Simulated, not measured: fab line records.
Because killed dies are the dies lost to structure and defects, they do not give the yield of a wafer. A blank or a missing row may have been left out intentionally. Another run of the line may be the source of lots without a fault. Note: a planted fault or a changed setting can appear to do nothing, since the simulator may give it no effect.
Which of the tools did it? | flow rit_cmos | route of 202 steps, sampled at 1 step: 14 lots, 42 wafers

## WHAT EACH GAUGE READ, for each wafer
The record lacks any reading of a measuring or inspecting step that a usual standard deviation could be used to judge.

## TOOL THAT RAN EACH LOT (tool first, then ch and the chambers of the sampled wafers, then the start)
lot  | RIT_NWELL_EXPOSE_03
L761 | iline_stepper-01 ch 0, day 1 21:19
L763 | iline_stepper-01 ch 0, day 2 08:10
L764 | iline_stepper-02 ch 0, day 2 12:17
L767 | iline_stepper-01 ch 0, day 3 04:17
L768 | iline_stepper-02 ch 0, day 3 12:20
L769 | iline_stepper-01 ch 0, day 3 16:21
L770 | iline_stepper-02 ch 0, day 3 18:35
L772 | iline_stepper-01 ch 0, day 4 05:31
L773 | iline_stepper-02 ch 0, day 4 10:08
L775 | iline_stepper-01 ch 0, day 4 21:30
L776 | iline_stepper-02 ch 0, day 5 01:30
L780 | iline_stepper-01 ch 0, day 5 21:36
L783 | iline_stepper-01, day 6 11:04
L784 | iline_stepper-02, day 6 18:29
- RIT_NWELL_EXPOSE_03: exposes mask M2, target cd 43900 nm.

## AS READ BY THE TOOLS THEMSELVES (means over the sampled wafers that have a number; for cases with no such wafer, the mark the record gives instead)
RIT_NWELL_EXPOSE_03.
lot  | tool             | exposure_dose_mJ_cm2 | focus_offset_nm (nm) | reticle_temp_C (C)
L761 | iline_stepper-01 | 249.94               | -0.1                 | 22.94
L763 | iline_stepper-01 | 250.07               | -0.4                 | 22.92
L764 | iline_stepper-02 | 250.07               | -0.5                 | 22.93
L767 | iline_stepper-01 | 250.00               | 0.0                  | 23.07
L768 | iline_stepper-02 | 249.77               | 0.0                  | 22.88
L769 | iline_stepper-01 | 250.05               | -0.1                 | 23.05
L770 | iline_stepper-02 | 250.11               | 0.1                  | 22.88
L772 | iline_stepper-01 | 250.02               | 0.2                  | 23.08
L773 | iline_stepper-02 | 249.85               | -0.3                 | 23.11
L775 | iline_stepper-01 | 249.84               | -0.6                 | 22.93
L776 | iline_stepper-02 | 250.12               | -0.7                 | 22.92
L780 | iline_stepper-01 | 250.00               | -0.3                 | 23.08
L783 | iline_stepper-01 | -                    | -                    | -
L784 | iline_stepper-02 | -                    | -                    | -

## THE ANSWER, worked out from the rows above alone
Rule: what is usual is taken from the lots themselves. The widest of any qualifying gaps counts: lots, ordered by their means at a reading, are off when they make up no more than a third of the lots, leave a main group of 4 or more, and stand apart from it by 3 or more times the standard deviation of that group's means. A main group whose means are all the same, to the digits that the tables above print for the reading, isn't used. A lot without any number at a reading at which 4 lots or more have one is off too. All remaining lots with rows at the step are treated as sound. The gauges are gone through in route order, then the tools' own readings, and for those a lot's mean is taken as printed above. At the first step where some lot is off, the reading lying furthest off is the one used; lots without a number count as furthest.
Off: L783, L784, at RIT_NWELL_EXPOSE_03 (exposure_dose_mJ_cm2). Without a number there: L783, L784. The main group: mean 249.99, standard deviation 0.11.
A tool fits if, at that step or a process step before it, it ran every lot that is off, and no sound lot after the first of them. Not one of the candidates tried fits.

## WHAT THE SIMULATOR HAD PUT IN
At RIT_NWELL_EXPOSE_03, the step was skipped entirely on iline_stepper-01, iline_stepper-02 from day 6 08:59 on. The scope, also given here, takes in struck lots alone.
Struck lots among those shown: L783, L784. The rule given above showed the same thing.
